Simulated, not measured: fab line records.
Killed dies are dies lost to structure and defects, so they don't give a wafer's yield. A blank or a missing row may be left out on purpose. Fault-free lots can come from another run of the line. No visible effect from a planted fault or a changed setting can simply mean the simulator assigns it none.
fab line records	flow berkeleyCmos170
record: lots: 7	wafers: 21	lastDay: 13
route steps=331 shown ZERO@6 NWELL@14
lots that met no fault: taken from a fault-free run of the same line
startH: the number of hours between the record's first day and the start of the first shown wafer of the lot	waitH: hours elapsed since this lot's preceding step	" identical to the entry in the row above	L1.1+2: one row covering several wafers at once	- no value, or no start was given	* or withheld: withheld	< > ~ a bound
route shown NAME@n: NAME is a module with steps in the file, n the number in the route of the first one	usual: average and standard deviation across the fault-free wafers	same: alike in all rows	chamber/n: place in a boat	sites: each site's reading	_std_site: standard deviation of those values	_edge_site: outer sites' mean less inner sites'	radiusMm: for every site, how far away it sits from the centre of the wafer	mask NAME#n: copy n	behind: tool/chamber where the wafer was last shaped	hold: why the lot went on hold/how many hours it stayed there/how the hold came to an end	device: the n, p or np transistor that did not switch	end of line: tests of these same wafers at the route's end	a step given without rows: its recipe and nothing more	killed: count of dies lost to structure and defects at first sort (not the wafer's yield)	map: shows each die of a wafer: x if killed, . if not, _ if none is there
set.NAME: the setting the step ran with; set.NAME@STEP: the setting that earlier step ran with	model.NAME: the simulator's own value behind a step, which no gauge read
certain route steps with their lots: each step a table, each wafer a row
services: the hour from which a tool's chamber was out of use, counted from the record's first day as startH (under 0 if before that day), plus the number of hours and why
== steps ==
step: UCB170_ZERO_HMDS_00
recipe: primeTimeS: 60	primeTempC: 100
step: UCB170_ZERO_COAT_01
recipe: resist: KrF	spinRpm: 1500	resistThkNm: 900
step: UCB170_ZERO_SOFTBAKE_02
recipe: resist: KrF	tempC: 130	timeS: 60
step: UCB170_ZERO_EXPOSE_03
recipe: maskId: PM_MARKS	na: 0.5	sigmaOuter: 0.6	sourceShape: conventional	targetCdNm: 4000	doseMj: 30
step: UCB170_ZERO_PEB_04
recipe: pebTempC: 130	pebTimeS: withheld	resist: KrF
step: UCB170_ZERO_DEVELOP_05
recipe: developer: TMAH	developTimeS: 45	resist: KrF	devTempC: 21
step: UCB170_ZERO_ETCH_06
recipe: chemistry: CHF3/CF4/Ar	target: SiO2	timeS: 12	pressureMtorr: 100	rfW: 500	CHF3_flow_sccm: 50	cf4FlowSccm: 10	Ar_flow_sccm: 120	overEtchFrac: 1.58
usual: drypumpMotorCurrentA: 5.8/0.57	oesProductAu: 0.612/0.0087	rfFwdPowerW: 490.0/2.6	throttleValvePct: 9.13/0.095
lot.wafer	tool	chamber	startH	waitH	drypumpMotorCurrentA	oesProductAu	rfFwdPowerW	rfHoursCounterH	throttleValvePct
L762.1	rieDiel-03	0	18.35	-	5.3	0.603	486.2	134	9.11
L762.2	"	1	"	"	5.2	0.619	495.7	84	9.12
L762.4	"	3	"	"	5.0	0.602	489.3	17	9.14
L768.1	rieDiel-03	2	48.30	-	6.2	0.609	491.2	14	9.06
L768.5	"	0	"	"	5.2	0.596	485.5	-	9.09
L768.6	"	1	"	"	5.1	0.623	494.5	-	9.12
L772.1	rieDiel-03	1	68.58	-	5.2	0.614	494.7	86	9.11
L772.2	"	2	"	"	6.3	0.617	491.7	15	9.05
L772.6	"	1	"	"	5.1	0.620	494.4	-	9.11
L773.2	rieDiel-04	2	75.86	-	6.2	0.622	485.8	101	9.02
L773.4	"	0	"	"	6.1	0.614	488.0	35	9.24
L773.5	"	3	"	"	5.6	0.608	489.4	-	9.33
L775.1	rieDiel-04	1	85.97	-	6.4	0.623	492.7	66	9.04
L775.2	"	3	"	"	5.6	0.609	490.5	50	9.35
L775.6	"	1	"	"	6.3	0.615	493.2	-	9.05
L776.1	rieDiel-03	3	88.79	-	5.0	0.601	486.7	20	9.13
L776.2	"	2	"	"	6.2	0.617	491.2	16	9.07
L776.6	"	2	"	"	6.2	0.612	491.0	-	9.06
L785.1	rieDiel-03	2	133.00	-	6.2	0.605	488.6	18	9.06
L785.2	"	0	"	"	5.2	0.604	488.6	139	9.09
L785.3	"	3	"	"	5.0	0.607	488.3	23	9.14
step: UCB170_ZERO_STRIP_07
recipe: chemistry: O2	powerW: 400	pressureMtorr: 3500	platenTempC: withheld	o2FlowSccm: 400	overashFraction: 0.5
usual: drypumpMotorCurrentA: 5.6/0.54	o2FlowSccm: 400.2/1.2	oesProductAu: 0.727/0.0044	stripTimeToEndpointS: 21.47/0.082
lot.wafer	tool	chamber	startH	waitH	drypumpMotorCurrentA	o2FlowSccm	oesProductAu	rfHoursCounterH	stripTimeToEndpointS
L762.1	plasmaAsher-01	1	18.38	0.0	4.9	401.3	0.729	22	21.33
L762.2	"	0	"	"	5.1	400.3	0.720	22	21.32
L762.4	"	0	"	"	5.1	400.8	0.727	-	21.28
L768.1	plasmaAsher-03	1	48.32	0.0	5.6	399.2	0.722	34	21.50
L768.5	"	1	"	"	5.6	398.5	0.722	-	21.51
L768.6	"	0	"	"	6.1	398.3	0.730	-	21.57
L772.1	plasmaAsher-03	1	68.60	0.0	5.6	401.2	0.725	37	21.52
L772.2	"	0	"	"	6.1	400.3	0.726	37	21.53
L772.6	"	1	"	"	5.6	402.2	0.731	-	21.56
L773.2	plasmaAsher-01	0	75.89	0.0	5.1	400.1	0.723	27	21.45
L773.4	"	1	"	"	4.9	399.3	0.722	-	21.45
L773.5	"	0	"	"	5.1	398.8	0.726	-	21.45
L775.1	plasmaAsher-03	1	86.00	0.0	5.6	400.9	0.736	39	21.54
L775.2	"	0	"	"	6.1	399.6	0.731	39	21.59
L775.6	"	1	"	"	5.7	402.1	0.729	-	21.53
L776.1	plasmaAsher-03	0	88.81	0.0	6.1	401.9	0.724	39	21.52
L776.2	"	1	"	"	5.7	397.8	0.731	39	21.56
L776.6	"	0	"	"	6.1	401.3	0.733	-	21.53
L785.1	plasmaAsher-03	0	133.03	0.0	6.1	399.9	0.730	1	21.43
L785.2	"	1	"	"	5.7	400.9	0.723	1	21.44
L785.3	"	1	"	"	5.7	401.3	0.735	-	21.42
step: UCB170_NWELL_WET_ETCH_00
recipe: chemistry: dHF	dilution: 25:1	target: SiO2	tempC: 25	timeS: 200
step: UCB170_NWELL_OXIDATION_01
recipe: tempC: 1000	ambient: O2	targetThkA: 264	oxTimeS: 1260
step: UCB170_NWELL_THK_MEAS_02
recipe: reads: SiO2_of_NWELL_OXIDATION_01
usual: NWELL_OXIDE_THK: 26.4/0.48
lot.wafer	tool	chamber	startH	waitH	NWELL_OXIDE_THK[nm]
L762.1	filmMetro-01	-	23.06	0.0	26.1
L762.2	"	-	"	"	26.2
L762.4	"	-	"	"	25.9
L768.1	filmMetro-02	-	50.67	0.0	26.5
L768.5	"	-	"	"	26.4
L768.6	"	-	"	"	26.5
L772.1	filmMetro-02	-	73.33	0.0	26.8
L772.2	"	-	"	"	26.6
L772.6	"	-	"	"	27.1
L773.2	filmMetro-03	-	79.52	0.0	27.1
L773.4	"	-	"	"	26.8
L773.5	"	-	"	"	27.5
L775.1	filmMetro-03	-	91.39	0.0	26.3
L775.2	"	-	"	"	26.7
L775.6	"	-	"	"	26.2
L776.1	filmMetro-03	-	92.74	0.0	26.9
L776.2	"	-	"	"	26.5
L776.6	"	-	"	"	26.4
L785.1	filmMetro-02	-	139.66	0.0	26.2
L785.2	"	-	"	"	26.3
L785.3	"	-	"	"	26.4
step: UCB170_NWELL_ANNEAL_03
recipe: tempC: 1000	timeS: 900	ambient: N2
step: UCB170_NWELL_CVD_04
recipe: material: Si3N4	targetThkNm: 224	tempC: 800	precursor: SiH2Cl2/NH3	timeS: 3360	pressureMtorr: 200	sih2cl2FlowSccm: 25	nh3FlowSccm: 75
usual: nh3FlowSccm: 75.02/0.23	pressureMtorr: 199.9/0.45	spikeTcLoadC: 825.3/2.8
lot.wafer	tool	chamber	startH	waitH	nh3FlowSccm	pressureMtorr	spikeTcLoadC	model.Si3N4_of_NWELL_CVD_04.thkNm
L762.1	lpcvd-01	0	25.72	0.0	75.09	199.8	825.9	227.3
L762.2	"	0	"	"	74.85	200.0	827.4	226
L762.4	"	0	"	"	75.31	200.0	828.3	227
L768.1	lpcvd-01	0	56.83	1.6	74.86	200.7	829.1	222.2
L768.5	"	0	"	"	75.04	200.5	826.0	222.9
L768.6	"	0	"	"	74.96	200.3	826.5	222.5
L772.1	lpcvd-01	0	79.74	1.6	90.33	199.6	827.8	257.2
L772.2	"	0	"	"	89.97	199.4	826.3	260.7
L772.6	"	0	"	"	89.91	199.6	828.6	260.2
L773.2	lpcvd-01	0	83.59	0.1	89.82	199.9	825.9	256.2
L773.4	"	0	"	"	89.87	199.9	827.3	256.5
L773.5	"	0	"	"	89.66	199.8	826.1	257.2
L775.1	lpcvd-02	1	93.99	0.0	74.82	200.1	823.1	225.6
L775.2	"	1	"	"	74.58	199.6	822.8	225
L775.6	"	1	"	"	74.82	199.2	824.7	225.5
L776.1	lpcvd-01	0	95.80	0.0	89.89	200.8	826.8	260.7
L776.2	"	0	"	"	89.89	200.7	827.1	258.4
L776.6	"	0	"	"	89.70	200.3	828.5	257.2
L785.1	lpcvd-02	1	144.36	0.5	74.81	200.2	824.9	223.4
L785.2	"	1	"	"	74.67	199.7	824.1	223
L785.3	"	1	"	"	75.08	201.1	825.4	223.6
step: UCB170_NWELL_THK_MEAS_05
recipe: reads: Si3N4_of_NWELL_CVD_04
usual: NWELL_NITRIDE_THK: 224.1/1.9
lot.wafer	tool	chamber	startH	waitH	hold	NWELL_NITRIDE_THK[nm]
L762.1	filmMetro-02	-	27.65	0.0	-	227.5
L762.2	"	-	"	"	-	225.8
L762.4	"	-	"	"	-	227.0
L768.1	filmMetro-02	-	59.73	0.0	-	222.0
L768.5	"	-	"	"	-	222.7
L768.6	"	-	"	"	-	222.6
L772.1	filmMetro-02	-	81.67	0.0	awaitDispo/0.2h/release	257.3
L772.2	"	-	"	"	awaitDispo/0.2h/release	260.7
L772.6	"	-	"	"	awaitDispo/0.2h/release	260.4
L772.1	filmMetro-02	-	81.90	0.2	-	256.9
L772.2	"	-	"	"	-	260.5
L772.6	"	-	"	"	-	260.4
L773.2	filmMetro-02	-	85.53	0.0	awaitDispo/0.2h/release	256.3
L773.4	"	-	"	"	awaitDispo/0.2h/release	256.4
L773.5	"	-	"	"	awaitDispo/0.2h/release	257.1
L773.2	filmMetro-02	-	85.76	0.2	-	256.0
L773.4	"	-	"	"	-	256.5
L773.5	"	-	"	"	-	257.1
L775.1	filmMetro-01	-	95.92	0.0	-	225.6
L775.2	"	-	"	"	-	224.9
L775.6	"	-	"	"	-	225.4
L776.1	filmMetro-02	-	97.73	0.0	awaitDispo/0.2h/release	260.8
L776.2	"	-	"	"	awaitDispo/0.2h/release	258.5
L776.6	"	-	"	"	awaitDispo/0.2h/release	257.2
L776.1	filmMetro-02	-	97.96	0.2	-	260.6
L776.2	"	-	"	"	-	258.3
L776.6	"	-	"	"	-	257.4
L785.1	filmMetro-02	-	146.30	0.0	-	223.4
L785.2	"	-	"	"	-	223.2
L785.3	"	-	"	"	-	223.5
step: UCB170_NWELL_COAT_07
recipe: resist: KrF	spinRpm: 1500	resistThkNm: 900
step: UCB170_NWELL_SOFTBAKE_08
recipe: resist: KrF	tempC: 130	timeS: 60
step: UCB170_NWELL_EXPOSE_09
recipe: maskId: NWELL	targetCdNm: 3000	na: 0.5	sigmaOuter: 0.6	sourceShape: conventional	doseMj: 25
step: UCB170_NWELL_PEB_10
recipe: pebTempC: 130	pebTimeS: withheld	resist: KrF
step: UCB170_NWELL_DEVELOP_11
recipe: developer: TMAH	developTimeS: 45	resist: KrF	devTempC: 21
step: UCB170_NWELL_OVL_MEAS_12
usual: NWELL_OVL: 1/4.8
lot.wafer	tool	chamber	startH	waitH	NWELL_OVL[nm]
L762.1	overlay-02	-	30.46	-	7
L762.2	"	-	"	"	-1
L762.4	"	-	"	"	-1
L768.1	overlay-02	-	61.73	-	-11
L768.5	"	-	"	"	-3
L768.6	"	-	"	"	-2
L773.2	overlay-01	-	91.21	-	9
L773.4	"	-	"	"	6
L773.5	"	-	"	"	-4
L772.1	overlay-01	-	91.46	-	1
L772.2	"	-	"	"	-5
L772.6	"	-	"	"	-5
L775.1	overlay-01	-	97.15	-	3
L775.2	"	-	"	"	-1
L775.6	"	-	"	"	6
L776.1	overlay-02	-	109.43	-	-3
L776.2	"	-	"	"	0
L776.6	"	-	"	"	4
L785.1	overlay-02	-	147.27	-	8
L785.2	"	-	"	"	7
L785.3	"	-	"	"	12
step: UCB170_NWELL_ETCH_13
recipe: chemistry: CH3F/Ar/O2	target: Si3N4	stopOn: SiO2	CH3F_flow_sccm: 20	Ar_flow_sccm: 50	O2_flow_sccm: 7	pressureMtorr: 50	rfW: 450	targetDepthA: 2464	overEtchFrac: 0.1	timeS: 154
usual: drypumpMotorCurrentA: 5.9/0.47	oesProductAu: 0.943/0.014	rfFwdPowerW: 448.1/1.4	throttleValvePct: 8.02/0.15
lot.wafer	tool	chamber	startH	waitH	drypumpMotorCurrentA	oesProductAu	rfFwdPowerW	rfHoursCounterH	throttleValvePct	model.etch.depthNm
L762.1	rieDiel-04	1	30.49	0.0	6.4	0.953	451.1	64	7.86	227.3
L762.2	"	3	"	"	5.5	0.934	448.1	48	8.15	226
L762.4	"	2	"	"	6.2	0.963	445.3	100	7.90	227
L768.1	rieDiel-04	2	61.77	0.0	6.2	0.950	447.6	101	7.91	222.2
L768.5	"	1	"	"	6.3	0.936	447.1	-	7.87	222.9
L768.6	"	0	"	"	6.0	0.943	446.9	-	8.06	222.5
L773.2	rieDiel-01	2	91.24	0.0	5.7	1.040	447.5	4	8.13	255.9
L773.4	"	2	"	"	5.8	1.037	445.7	-	8.13	255.1
L773.5	"	3	"	"	5.2	0.998	446.4	-	7.79	247.1
L772.1	rieDiel-04	1	91.49	0.0	6.4	0.986	449.3	66	7.86	242.9
L772.2	"	0	"	"	6.0	0.984	448.1	35	8.09	237.5
L772.6	"	1	"	"	6.4	0.988	447.4	-	7.86	242.3
L775.1	rieDiel-01	3	97.18	0.0	5.2	0.931	451.1	91	7.80	225.6
L775.2	"	2	"	"	5.7	0.966	446.3	4	8.14	225
L775.6	"	0	"	"	6.4	0.953	447.7	-	8.25	225.5
L776.1	rieDiel-02	2	124.95	15.5	5.3	0.977	448.3	49	8.11	248
L776.2	"	1	"	"	6.6	0.998	447.9	9	7.90	248.4
L776.6	"	2	"	"	5.4	0.984	448.8	-	8.12	249.1
L785.1	rieDiel-04	2	147.31	0.0	6.2	0.954	447.4	104	7.88	223.4
L785.2	"	3	"	"	5.5	0.933	447.4	53	8.15	223
L785.3	"	0	"	"	6.0	0.945	446.8	38	8.05	223.6
step: UCB170_NWELL_IMPLANT_14
recipe: species: P	doseCm2: 1e+13	energyKev: 150	tiltDeg: 7
== services ==
tool	chamber	startH	hours	kind
rieDiel-01	-	-3.41	2.8	pm
plasmaAsher-01	-	-1.63	2.8	pm
rieDiel-01	2	5.70	-	clean
rieDiel-01	2	5.70	13.2	scheduledDown
rieDiel-01	3	36.12	6.3	repair
plasmaAsher-01	-	40.82	0.4	repair
rieDiel-01	1	44.71	10.5	repair
plasmaAsher-01	-	52.96	14.6	pm
rieDiel-04	2	67.00	2.4	repair
rieDiel-04	-	72.50	2.8	pm
plasmaAsher-03	-	74.35	2.2	repair
rieDiel-03	-	77.46	0.2	repair
rieDiel-01	1	85.75	4.3	repair
rieDiel-01	-	87.42	1.4	repair
rieDiel-03	2	88.86	8.4	repair
rieDiel-01	1	101.96	1.8	repair
plasmaAsher-03	-	108.83	9.0	pm
plasmaAsher-03	0	108.83	9.0	ventCycle
plasmaAsher-03	1	108.83	9.0	ventCycle
rieDiel-02	-	109.35	15.6	pm
plasmaAsher-03	0	117.83	-	clean
plasmaAsher-03	1	117.83	-	clean
lpcvd-02	-	121.66	1.7	repair
rieDiel-04	-	127.01	4.9	repair
== key ==
firstSign: step: UCB170_NWELL_CVD_04	reading: nh3FlowSccm	direction: up	sigmas: 65	usual: 75.02	struck: 89.89
effect: step: UCB170_NWELL_THK_MEAS_05	reading: visit	direction: added
effect: step: UCB170_NWELL_THK_MEAS_05	reading: NWELL_NITRIDE_THK	direction: up	sigmas: 18	usual: 224.1	struck: 258.3
effect: step: UCB170_NWELL_ETCH_13	reading: oesProductAu	direction: up	sigmas: 3.9	usual: 0.943	struck: 0.999	wafersMoved: 8
modelEffect: step: UCB170_NWELL_CVD_04	value: Si3N4_of_NWELL_CVD_04.thkNm	without: 224.7	struck: 258.3
modelEffect: step: UCB170_NWELL_ETCH_13	value: etch.depthNm	without: 224.7	struck: 247.4
metAt UCB170_NWELL_CVD_04
struckWafers L772.1,L772.2,L772.6,L773.2,L773.4,L773.5,L776.1,L776.2,L776.6
laterRowsLeftOut L772.1,L772.2,L772.6,L773.4,L773.5,L776.1,L776.2,L776.6
sortLeftOut L772.1,L772.2,L772.6,L773.2,L773.4,L773.5,L776.1,L776.2,L776.6
testerLeftOut L772,L773,L776
fault: kind: processParameterDrift	tool: lpcvd-01	chamber: -	onsetH: 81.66	steps: UCB170_NWELL_CVD_04	channel: nh3FlowSccm	offset: 15	shape: step	endH: 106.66	actsIn: theseRecipesOnly	stated: 75
testerLeftOut: of these lots the tester's yield and bins aren't shown, on N5 and GAA mostly nor the transistor test; their killed dies are dies lost to structure and defects alone, not to doping, threshold or leakage, so they don't give the yield
sortLeftOut: the simulated sort isn't trusted on such a fault, so these wafers' sort isn't shown, and their yield isn't known
laterRowsLeftOut: the simulator's readings of these wafers behind a module that went badly wrong aren't trusted and aren't shown, but for the sort
